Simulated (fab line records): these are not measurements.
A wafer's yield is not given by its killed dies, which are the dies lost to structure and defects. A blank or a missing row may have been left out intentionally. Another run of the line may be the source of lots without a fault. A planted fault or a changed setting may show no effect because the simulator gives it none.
A single fault, viewed from 2 desks :: flow berkeley_cmos170 :: each desk holds nothing but its own numbers, with what lay behind them at the end

THE METROLOGY DESK
Means of the sampled wafers that have a number, per lot and without regard to the tool the lot ran on: this is what the gauges read. If a lot's mean is further than 4 standard deviations from the usual mean, the lot is out of limits and carries the mark OUT (the distance appears in the brackets).
Columns: A = NWELL_OVL at UCB170_NWELL_OVL_MEAS_12, usual 6 nm; B = FIELD_OXIDE_LEFT_1_THK at UCB170_FIELD_THK_MEAS_90, usual 441 nm; C = SACOX_OXIDE_THK at UCB170_SACOX_THK_MEAS_02, usual 14.34 nm
lot: L841
first seen here: day 2 05:13
A: 14
B: 435
C: 14.59

lot: L842
first seen here: day 2 15:04
A: 16
B: 449
C: 14.23

lot: L845
first seen here: day 3 00:16
A: 6
B: 446
C: 14.61

lot: L844
first seen here: day 3 00:31
A: 11
B: 444
C: 14.07

lot: L846
first seen here: day 3 06:47
A: 3
B: 431
C: 14.33

lot: L847
first seen here: day 3 08:52
A: 5
B: 457
C: 14.16

lot: L848
first seen here: day 3 17:31
A: 10
B: 425
C: 14.50

lot: L849
first seen here: day 3 20:19
A: -5
B: 440
C: 14.62

lot: L854
first seen here: day 4 21:26
A: 11
B: 435
C: 14.12

lot: L856
first seen here: day 5 10:20
A: 11
B: 446
C: 14.00

lot: L858
first seen here: day 5 21:33
A: 2
B: 441
C: 14.25

lot: L859
first seen here: day 6 06:49
A: 10
B: 445
C: 14.31

lot: L860
first seen here: day 6 23:37
A: 4
B: 435
C: 14.41

lot: L864
first seen here: day 7 04:13
A: 0
B: 441
C: 13.85
This desk's finding: nothing out of limits on any of the 14 lots.

THE TOOL OWNER'S DESK: litho_track-04
The tool's own readings at UCB170_NWELL_COAT_07 (resist thk 900 nm): means of the sampled wafers that have a number, for each lot that ran on this tool. If a lot's mean is further than 4 standard deviations from the usual mean, the lot is out of limits and carries the mark OUT (the distance appears in the brackets).
Columns: A = spin_speed_rpm at UCB170_NWELL_COAT_07, usual 1500.0 rpm
lot: L841
first seen here: day 2 03:45
A: 1499.4

lot: L844
first seen here: day 2 23:41
A: 1499.5

lot: L847
first seen here: day 3 08:10
A: 1498.8

lot: L848
first seen here: day 3 16:37
A: 1499.3

lot: L849
first seen here: day 3 19:26
A: 1498.6

lot: L856
first seen here: day 5 09:32
A: 1501.3

lot: L858
first seen here: day 5 20:46
A: 1500.1

lot: L860
first seen here: day 6 22:49
A: 1499.2
This desk's finding: nothing out of limits on any of the 8 lots.

ALL TOGETHER
The metrology desk saw nothing out of limits.
The desk of the tool owner found nothing out of limits.

WHAT HAD BEEN PUT IN BY THE SIMULATOR
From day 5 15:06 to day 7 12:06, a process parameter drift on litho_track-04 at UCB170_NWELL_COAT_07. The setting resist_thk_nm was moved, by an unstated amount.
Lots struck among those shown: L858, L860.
